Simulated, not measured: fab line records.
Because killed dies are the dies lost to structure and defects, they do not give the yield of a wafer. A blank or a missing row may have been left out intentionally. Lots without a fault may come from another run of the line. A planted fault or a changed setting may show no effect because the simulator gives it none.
The tool behind it: which one? || flow ritCmos || 37 wafers from 13 lots sampled at 6 of the route's 202 steps

## WHAT THE GAUGES SHOWED, per wafer
RIT_SDANNEAL_RS_MEAS_07: measurement is done with a four-point probe.
{"lot": "L233", "measured": "day 3 07:14", "on": "filmMetro-04", "NLDD_RS (ohm/sq)": "150.8 150.9 151.6"}
{"lot": "L234", "measured": "day 3 11:27", "on": "filmMetro-03", "NLDD_RS (ohm/sq)": "152.0 152.5 152.1"}
{"lot": "L235", "measured": "day 3 18:07", "on": "filmMetro-03", "NLDD_RS (ohm/sq)": "152.3 152.6 152.3"}
{"lot": "L236", "measured": "day 4 01:52", "on": "filmMetro-04", "NLDD_RS (ohm/sq)": "152.1 151.4 152.1"}
{"lot": "L237", "measured": "day 4 11:31", "on": "filmMetro-04", "NLDD_RS (ohm/sq)": "152.5 151.8 152.7"}
{"lot": "L238", "measured": "day 4 10:01", "on": "filmMetro-04", "NLDD_RS (ohm/sq)": "152.7 151.8 152.2"}
{"lot": "L239", "measured": "day 4 13:14", "on": "filmMetro-03", "NLDD_RS (ohm/sq)": "152.4 152.1 152.7"}
{"lot": "L240", "measured": "day 4 20:05", "on": "filmMetro-03", "NLDD_RS (ohm/sq)": "151.8 152.3 151.9"}
{"lot": "L242", "measured": "day 5 07:37", "on": "filmMetro-02", "NLDD_RS (ohm/sq)": "151.3 151.4 151.6"}
{"lot": "L244", "measured": "day 5 14:29", "on": "filmMetro-03", "NLDD_RS (ohm/sq)": "152.5 152.7 152.6"}
{"lot": "L246", "measured": "day 5 21:13", "on": "filmMetro-04", "NLDD_RS (ohm/sq)": 151.7}
{"lot": "L253", "measured": "day 7 11:14", "on": "filmMetro-03", "NLDD_RS (ohm/sq)": "152.4 151.6 151.9"}
{"lot": "L256", "measured": "day 8 00:05", "on": "filmMetro-04", "NLDD_RS (ohm/sq)": "152.3 152.6 151.7"}

RIT_SILICIDE_RS_MEAS_02: measurement is done with a four-point probe.
{"lot": "L233", "measured": "day 3 07:31", "on": "filmMetro-03", "SILICIDE_TI_RS (ohm/sq)": "47.4 47.4 47.1"}
{"lot": "L234", "measured": "day 3 11:44", "on": "filmMetro-03", "SILICIDE_TI_RS (ohm/sq)": "48.1 47.3 47.7"}
{"lot": "L235", "measured": "day 3 18:24", "on": "filmMetro-01", "SILICIDE_TI_RS (ohm/sq)": "47.6 47.5 47.7"}
{"lot": "L236", "measured": "day 4 02:08", "on": "filmMetro-03", "SILICIDE_TI_RS (ohm/sq)": "47.5 47.0 47.5"}
{"lot": "L237", "measured": "day 4 11:48", "on": "filmMetro-01", "SILICIDE_TI_RS (ohm/sq)": "47.5 47.7 47.6"}
{"lot": "L238", "measured": "day 4 10:19", "on": "filmMetro-01", "SILICIDE_TI_RS (ohm/sq)": "47.9 48.1 48.1"}
{"lot": "L239", "measured": "day 4 13:31", "on": "filmMetro-01", "SILICIDE_TI_RS (ohm/sq)": "48.6 48.6 48.2"}
{"lot": "L240", "measured": "day 4 20:22", "on": "filmMetro-01", "SILICIDE_TI_RS (ohm/sq)": "47.5 48.1 47.5"}
{"lot": "L242", "measured": "day 5 07:53", "on": "filmMetro-01", "SILICIDE_TI_RS (ohm/sq)": "47.6 46.9 46.6"}
{"lot": "L244", "measured": "day 5 14:46", "on": "filmMetro-01", "SILICIDE_TI_RS (ohm/sq)": "48.3 47.3 47.5"}
{"lot": "L246", "measured": "day 5 21:30", "on": "filmMetro-02", "SILICIDE_TI_RS (ohm/sq)": "82.7 83.8"}
{"lot": "L253", "measured": "day 7 11:31", "on": "filmMetro-02", "SILICIDE_TI_RS (ohm/sq)": "46.7 47.2 47.5"}
{"lot": "L256", "measured": "day 8 00:22", "on": "filmMetro-03", "SILICIDE_TI_RS (ohm/sq)": "46.9 46.3 46.9"}

RIT_SILICIDE_THK_MEAS_03: measures by xrf.
{"lot": "L233", "measured": "day 3 07:37", "on": "filmMetro-03", "SILICIDE_TI_THK (nm)": "30.3 30.5 30.5"}
{"lot": "L234", "measured": "day 3 11:50", "on": "filmMetro-03", "SILICIDE_TI_THK (nm)": "30.0 30.4 30.2"}
{"lot": "L235", "measured": "day 3 18:31", "on": "filmMetro-01", "SILICIDE_TI_THK (nm)": "30.2 30.0 30.1"}
{"lot": "L236", "measured": "day 4 02:15", "on": "filmMetro-03", "SILICIDE_TI_THK (nm)": "30.0 30.4 30.2"}
{"lot": "L237", "measured": "day 4 11:53", "on": "filmMetro-01", "SILICIDE_TI_THK (nm)": "30.4 30.3 30.3"}
{"lot": "L238", "measured": "day 4 10:25", "on": "filmMetro-01", "SILICIDE_TI_THK (nm)": "30.1 30.0 30.0"}
{"lot": "L239", "measured": "day 4 13:38", "on": "filmMetro-01", "SILICIDE_TI_THK (nm)": "29.8 30.0 30.0"}
{"lot": "L240", "measured": "day 4 20:28", "on": "filmMetro-01", "SILICIDE_TI_THK (nm)": "30.3 30.0 30.4"}
{"lot": "L242", "measured": "day 5 08:01", "on": "filmMetro-01", "SILICIDE_TI_THK (nm)": "30.1 30.6 30.7"}
{"lot": "L244", "measured": "day 5 14:53", "on": "filmMetro-01", "SILICIDE_TI_THK (nm)": "29.9 30.3 30.3"}
{"lot": "L246", "measured": "day 5 23:50", "on": "filmMetro-02", "SILICIDE_TI_THK (nm)": "19.7 19.6"}
{"lot": "L253", "measured": "day 7 11:38", "on": "filmMetro-02", "SILICIDE_TI_THK (nm)": "30.7 30.3 30.3"}
{"lot": "L256", "measured": "day 8 00:29", "on": "filmMetro-03", "SILICIDE_TI_THK (nm)": "30.8 31.0 30.6"}

RIT_M1_BOW_MEAS_16.
{"lot": "L233", "measured": "day 3 14:13", "on": "filmMetro-04", "M1_BOW (um)": "11 22 14"}
{"lot": "L234", "measured": "day 3 18:23", "on": "filmMetro-04", "M1_BOW (um)": "10 18 13"}
{"lot": "L235", "measured": "day 4 01:18", "on": "filmMetro-02", "M1_BOW (um)": "20 13 16"}
{"lot": "L236", "measured": "day 4 08:40", "on": "filmMetro-02", "M1_BOW (um)": "22 12 11"}
{"lot": "L237", "measured": "day 4 18:28", "on": "filmMetro-04", "M1_BOW (um)": "5 25 15"}
{"lot": "L238", "measured": "day 4 16:56", "on": "filmMetro-03", "M1_BOW (um)": "20 27 19"}
{"lot": "L239", "measured": "day 4 20:10", "on": "filmMetro-02", "M1_BOW (um)": "24 19 11"}
{"lot": "L240", "measured": "day 5 02:58", "on": "filmMetro-04", "M1_BOW (um)": "33 15 21"}
{"lot": "L242", "measured": "day 5 14:31", "on": "filmMetro-04", "M1_BOW (um)": "19 17 6"}
{"lot": "L244", "measured": "day 5 21:24", "on": "filmMetro-03", "M1_BOW (um)": "16 13 11"}
{"lot": "L246", "measured": "day 6 09:48", "on": "filmMetro-03", "M1_BOW (um)": 14}
{"lot": "L253", "measured": "day 7 18:12", "on": "filmMetro-04", "M1_BOW (um)": "23 7 21"}
{"lot": "L256", "measured": "day 8 07:15", "on": "filmMetro-04", "M1_BOW (um)": "21 20 14"}

## EACH LOT AND THE TOOL THAT RAN IT (in order: tool; ch and the chambers of the sampled wafers; start)
{"lot": "L233", "RIT_PWELL_STRIP_09": "plasmaAsher-04 ch 0,1, day 1 22:58", "RIT_SILICIDE_SPUTTER_01": "pvdSputter-03, day 3 07:19"}
{"lot": "L234", "RIT_PWELL_STRIP_09": "plasmaAsher-04 ch 0,1, day 2 04:59", "RIT_SILICIDE_SPUTTER_01": "pvdSputter-01, day 3 11:34"}
{"lot": "L235", "RIT_PWELL_STRIP_09": "plasmaAsher-02 ch 0,1, day 2 12:32", "RIT_SILICIDE_SPUTTER_01": "pvdSputter-03, day 3 18:15"}
{"lot": "L236", "RIT_PWELL_STRIP_09": "plasmaAsher-03 ch 0,1, day 2 16:37", "RIT_SILICIDE_SPUTTER_01": "pvdSputter-01, day 4 01:58"}
{"lot": "L237", "RIT_PWELL_STRIP_09": "plasmaAsher-02 ch 0,1, day 2 23:48", "RIT_SILICIDE_SPUTTER_01": "pvdSputter-04, day 4 11:35"}
{"lot": "L238", "RIT_PWELL_STRIP_09": "plasmaAsher-03 ch 0,1, day 3 02:25", "RIT_SILICIDE_SPUTTER_01": "pvdSputter-03, day 4 10:08"}
{"lot": "L239", "RIT_PWELL_STRIP_09": "plasmaAsher-03 ch 0,1, day 3 05:55", "RIT_SILICIDE_SPUTTER_01": "pvdSputter-01, day 4 13:22"}
{"lot": "L240", "RIT_PWELL_STRIP_09": "plasmaAsher-02 ch 0,1, day 3 10:54", "RIT_SILICIDE_SPUTTER_01": "pvdSputter-01, day 4 20:10"}
{"lot": "L242", "RIT_PWELL_STRIP_09": "plasmaAsher-04 ch 0,1, day 4 00:43", "RIT_SILICIDE_SPUTTER_01": "pvdSputter-01, day 5 07:44"}
{"lot": "L244", "RIT_PWELL_STRIP_09": "plasmaAsher-03 ch 0,1, day 4 08:58", "RIT_SILICIDE_SPUTTER_01": "pvdSputter-01, day 5 14:37"}
{"lot": "L246", "RIT_PWELL_STRIP_09": "plasmaAsher-03 ch 1, day 4 16:02", "RIT_SILICIDE_SPUTTER_01": "pvdSputter-01, day 5 21:20"}
{"lot": "L253", "RIT_PWELL_STRIP_09": "plasmaAsher-02 ch 0,1, day 6 03:56", "RIT_SILICIDE_SPUTTER_01": "pvdSputter-04, day 7 11:22"}
{"lot": "L256", "RIT_PWELL_STRIP_09": "plasmaAsher-03 ch 0,1, day 6 19:58", "RIT_SILICIDE_SPUTTER_01": "pvdSputter-04, day 8 00:13"}
- RIT_PWELL_STRIP_09: strips in O2, time 180 s.
- RIT_SILICIDE_SPUTTER_01: material Ti, target thk 30 nm, time 240 s.

## AS READ BY THE TOOLS THEMSELVES (means over the sampled wafers that have a number; for cases with no such wafer, the mark the record gives instead)
RIT_PWELL_STRIP_09.
{"lot": "L233", "tool": "plasmaAsher-04", "drypumpMotorCurrentA (A)": 5.2, "rfReflPowerW (W)": 6.0}
{"lot": "L234", "tool": "plasmaAsher-04", "drypumpMotorCurrentA (A)": 5.3, "rfReflPowerW (W)": 6.2}
{"lot": "L235", "tool": "plasmaAsher-02", "drypumpMotorCurrentA (A)": 5.8, "rfReflPowerW (W)": 6.6}
{"lot": "L236", "tool": "plasmaAsher-03", "drypumpMotorCurrentA (A)": 5.9, "rfReflPowerW (W)": 7.5}
{"lot": "L237", "tool": "plasmaAsher-02", "drypumpMotorCurrentA (A)": 5.8, "rfReflPowerW (W)": 6.4}
{"lot": "L238", "tool": "plasmaAsher-03", "drypumpMotorCurrentA (A)": 6.0, "rfReflPowerW (W)": 7.4}
{"lot": "L239", "tool": "plasmaAsher-03", "drypumpMotorCurrentA (A)": 5.8, "rfReflPowerW (W)": 8.6}
{"lot": "L240", "tool": "plasmaAsher-02", "drypumpMotorCurrentA (A)": 5.8, "rfReflPowerW (W)": 7.3}
{"lot": "L242", "tool": "plasmaAsher-04", "drypumpMotorCurrentA (A)": 5.2, "rfReflPowerW (W)": 6.0}
{"lot": "L244", "tool": "plasmaAsher-03", "drypumpMotorCurrentA (A)": 6.0, "rfReflPowerW (W)": 7.4}
{"lot": "L246", "tool": "plasmaAsher-03", "drypumpMotorCurrentA (A)": 6.1, "rfReflPowerW (W)": 6.0}
{"lot": "L253", "tool": "plasmaAsher-02", "drypumpMotorCurrentA (A)": 5.8, "rfReflPowerW (W)": 7.4}
{"lot": "L256", "tool": "plasmaAsher-03", "drypumpMotorCurrentA (A)": 5.9, "rfReflPowerW (W)": 7.3}

RIT_SILICIDE_SPUTTER_01.
{"lot": "L233", "tool": "pvdSputter-03", "throttleValvePct (%)": 30.5}
{"lot": "L234", "tool": "pvdSputter-01", "throttleValvePct (%)": 29.4}
{"lot": "L235", "tool": "pvdSputter-03", "throttleValvePct (%)": 29.4}
{"lot": "L236", "tool": "pvdSputter-01", "throttleValvePct (%)": 31.3}
{"lot": "L237", "tool": "pvdSputter-04", "throttleValvePct (%)": 29.8}
{"lot": "L238", "tool": "pvdSputter-03", "throttleValvePct (%)": 29.9}
{"lot": "L239", "tool": "pvdSputter-01", "throttleValvePct (%)": 29.4}
{"lot": "L240", "tool": "pvdSputter-01", "throttleValvePct (%)": 29.3}
{"lot": "L242", "tool": "pvdSputter-01", "throttleValvePct (%)": 31.3}
{"lot": "L244", "tool": "pvdSputter-01", "throttleValvePct (%)": 30.3}
{"lot": "L246", "tool": "pvdSputter-01", "throttleValvePct (%)": 32.1}
{"lot": "L253", "tool": "pvdSputter-04", "throttleValvePct (%)": 30.0}
{"lot": "L256", "tool": "pvdSputter-04", "throttleValvePct (%)": 29.8}

## THE ANSWER, worked out from the rows above alone
Rule: usual is defined by the lots themselves. Put in order of their means at a reading, lots are off if they are a third of the lots or fewer, leave a main group of 4 or more, and stand apart from it by a gap of 3 or more times the standard deviation of the main group's means; of several such gaps the widest counts. Not used: any main group whose means are identical at the precision the tables above print for the reading. A lot without any number at a reading at which 4 lots or more have one is off too. Any other lot the step has rows for is counted as sound. After the gauges, taken in route order, come the tools' own readings; for these a lot's mean is taken, as printed above. At the first step where some lot is off, the reading lying furthest off is the one used; lots without a number count as furthest.
Off: L246, at RIT_SILICIDE_RS_MEAS_02 (SILICIDE_TI_RS). Mean 47.5 ohm/sq and standard deviation 0.45 in the main group.
A tool fits if, at a process step before that reading, it ran every lot that is off, and no sound lot after the first of them. Gauges at RIT_SILICIDE_RS_MEAS_02: tried the same way as those tools. One candidate fits, namely pvdSputter-01 at RIT_SILICIDE_SPUTTER_01. A fault onset in the window from L244 (day 5 14:37, its last sound lot) to L246 (day 5 21:20, its first lot off) fits.

## WHAT THE SIMULATOR PUT IN
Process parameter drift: pvdSputter-01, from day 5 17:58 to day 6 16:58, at RIT_SILICIDE_SPUTTER_01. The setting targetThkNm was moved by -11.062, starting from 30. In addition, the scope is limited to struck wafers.
Shown lots that were struck: L246. The rule given above showed the same thing.
